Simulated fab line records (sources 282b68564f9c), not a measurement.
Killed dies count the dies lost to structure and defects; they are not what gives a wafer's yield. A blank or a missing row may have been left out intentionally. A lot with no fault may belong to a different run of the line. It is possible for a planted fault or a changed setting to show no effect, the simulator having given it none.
fab line records ; flow rit-cmos
[record] lots = 14; wafers = 42; last-day = 7
route steps=202 shown SPACER@130
lots that met no fault: taken from a fault-free run of the same line
start-h: hours from the record's opening day to when the first of the lot's shown wafers began ; wait-h: hours since the lot's step before ; " as in the row above ; L1.1+2: several wafers, shown together as one row ; - either no value or no given start ; * or withheld: withheld ; < > ~ a bound
route shown NAME@n: names a module that has steps shown in the file, with the first one's number in the route ; usual: mean and standard deviation over wafers with no fault ; same: alike in all rows ; chamber/n: place in a boat ; sites: each site's reading ; _std_site: the values' standard deviation ; _edge_site: mean of outer sites minus mean of inner sites ; radius-mm: how far each site lies from the wafer's centre ; mask NAME#n: copy n ; behind: the tool/chamber that last shaped the wafer ; hold: why the lot was held/for how many hours/how that ended ; device: the transistor (n, p or np) that didn't switch ; end of line: the tests these same wafers got at the end of their route ; a step without rows: its recipe alone ; killed: count of dies lost to structure and defects at first sort (not the wafer's yield) ; map: a wafer's dies, x killed, . not, _ none there
set.NAME: the run value of the setting; set.NAME@STEP: its run value at that earlier step ; model.NAME: the simulator's own value behind a step, which no gauge read
the route's steps for a sample of lots (tables are steps, rows are wafers)
services: when a tool's chamber went out of use (start-h, in hours from the record's first day, below 0 if earlier), for how many hours, and the reason
[[steps]]
[step RIT_SPACER_ETCHBACK_05]
[recipe] target-depth-a = 2500; SF6_flow_sccm = 30; CHF3_flow_sccm = 30; target = Si3N4; chemistry = SF6/CHF3; pressure-mtorr = 40; rf-w = 250; time-s = 240; stop-on = SiO2
[usual] drypump-motor-current-A = 5.8/0.47; oes-product-au = 0.843/0.013; rf-fwd-power-W = 249.3/0.74; run-length-s = 268.2/0.4; throttle-valve-pct = 10.24/0.14
lot.wafer;tool;chamber;start-h;wait-h;drypump-motor-current-A;oes-product-au;rf-fwd-power-W;rf-hours-counter-h;run-length-s;throttle-valve-pct
L706.1;rie-diel-04;3;52.12;0.1;6.1;0.838;249.4;92;268.9;10.55
L706.5;rie-diel-04;1;52.12;0.1;5.7;0.829;249.0;-;268.3;10.16
L706.6;rie-diel-04;2;52.12;0.1;5.4;0.862;249.9;-;267.7;10.52
L708.4;rie-diel-04;2;63.08;0.0;5.4;0.872;250.0;96;268.0;10.53
L708.5;rie-diel-04;0;63.08;0.0;4.8;0.823;249.4;-;268.1;10.18
L708.6;rie-diel-04;3;63.08;0.0;6.1;0.839;249.3;-;269.3;10.55
L709.1;rie-diel-02;3;65.00;0.1;6.0;0.841;251.5;135;268.1;10.30
L709.3;rie-diel-02;1;65.00;0.1;6.5;0.845;249.3;132;268.7;10.12
L709.6;rie-diel-02;1;65.00;0.1;6.5;0.849;249.8;-;268.0;10.11
L710.2;rie-diel-02;2;71.23;0.0;5.5;0.843;249.0;71;268.1;10.12
L710.4;rie-diel-02;1;71.23;0.0;6.5;0.849;248.9;132;268.1;10.13
L710.6;rie-diel-02;1;71.23;0.0;6.5;0.849;249.2;-;268.7;10.13
L711.1;rie-diel-02;3;75.60;0.1;6.0;0.853;249.2;136;267.6;10.30
L711.3;rie-diel-02;0;75.60;0.1;5.8;0.835;249.1;7;267.8;10.29
L711.6;rie-diel-02;0;75.60;0.1;5.8;0.836;249.9;-;267.9;10.29
L712.2;rie-diel-04;3;80.10;0.0;6.1;0.845;249.9;92;269.1;10.54
L712.4;rie-diel-04;0;80.10;0.0;4.7;0.826;249.4;-;268.6;10.19
L712.5;rie-diel-04;1;80.10;0.0;5.7;0.839;248.7;-;268.4;10.18
L714.1;rie-diel-02;0;92.95;0.1;5.8;0.831;249.4;7;268.2;10.29
L714.5;rie-diel-02;3;92.95;0.1;6.0;0.845;249.7;-;267.4;10.30
L714.6;rie-diel-02;2;92.95;0.1;5.6;0.859;248.6;-;268.8;10.15
L716.1;rie-diel-02;3;98.17;0.1;6.0;0.850;250.3;136;268.0;10.29
L716.5;rie-diel-02;3;98.17;0.1;6.0;0.845;250.2;-;267.9;10.31
L716.6;rie-diel-02;0;98.17;0.1;5.8;0.842;248.4;-;268.1;10.29
L717.2;rie-diel-04;3;103.02;0.0;6.1;0.838;249.1;93;268.8;10.57
L717.4;rie-diel-04;0;103.02;0.0;4.8;0.824;250.2;84;268.1;10.17
L717.5;rie-diel-04;3;103.02;0.0;6.1;0.838;248.9;-;269.1;10.56
L718.1;rie-diel-02;3;107.46;0.1;6.0;0.851;249.3;136;267.8;10.29
L718.2;rie-diel-02;0;107.46;0.1;5.8;0.824;250.0;8;268.2;10.28
L718.4;rie-diel-02;2;107.46;0.1;5.5;0.852;248.9;72;268.2;10.15
L719.1;rie-diel-02;0;116.56;0.1;5.8;0.652;249.5;8;364.1;10.23
L719.4;rie-diel-02;1;116.56;0.1;6.5;0.665;249.1;133;364.2;10.06
L719.5;rie-diel-02;3;116.56;0.1;6.0;0.673;248.5;-;363.8;10.24
L722.2;rie-diel-02;1;128.02;0.0;6.5;0.677;248.6;133;363.9;10.06
L722.4;rie-diel-02;3;128.02;0.0;6.0;0.668;248.1;137;363.5;10.22
L722.5;rie-diel-02;2;128.02;0.0;5.6;0.670;249.2;-;364.7;10.08
L726.1;rie-diel-03;2;147.61;0.1;6.3;0.832;249.8;137;268.1;10.19
L726.2;rie-diel-03;0;147.61;0.1;5.7;0.843;248.8;138;268.2;10.05
L726.4;rie-diel-03;3;147.61;0.1;6.7;0.876;248.5;4;268.1;10.34
L728.1;rie-diel-03;3;161.59;0.1;6.7;0.846;249.2;5;268.1;10.32
L728.2;rie-diel-03;2;161.59;0.1;6.3;0.828;248.7;137;268.1;10.17
L728.4;rie-diel-03;1;161.59;0.1;5.5;0.837;248.7;35;267.9;10.07
[[services]]
tool;chamber;start-h;hours;kind
rie-diel-02;-;37.99;14.6;pm
rie-diel-04;3;44.83;3.5;repair
rie-diel-03;-;70.76;10.0;pm
rie-diel-04;2;79.64;9.2;repair
rie-diel-03;0;87.35;15.6;repair
rie-diel-04;1;96.51;3.7;repair
rie-diel-02;3;153.56;17.5;repair
rie-diel-02;2;161.20;11.1;repair
[[key]]
[first-sign] step = RIT_SPACER_ETCHBACK_05; reading = run-length-s; direction = up; sigmas = 99+; usual = *; struck = *
[effect] step = RIT_SPACER_ETCHBACK_05; reading = oes-product-au; direction = down; sigmas = 14; usual = 0.843; struck = 0.667
met-at RIT_SPACER_ETCHBACK_05
struck-lots L719,L722
tester-left-out L719,L722
onset-between 107.46 116.56
[fault] kind = process-parameter-drift; tool = rie-diel-02; chamber = -; onset-h = 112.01; steps = RIT_SPACER_ETCHBACK_05; channel = time-s; offset = *; shape = step; end-h = 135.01; acts-in = *; stated = *
// tester-left-out: of these lots the tester's yield and bins aren't shown, on N5 and GAA mostly nor the transistor test; their killed dies are dies lost to structure and defects alone, not to doping, threshold or leakage, so they don't give the yield
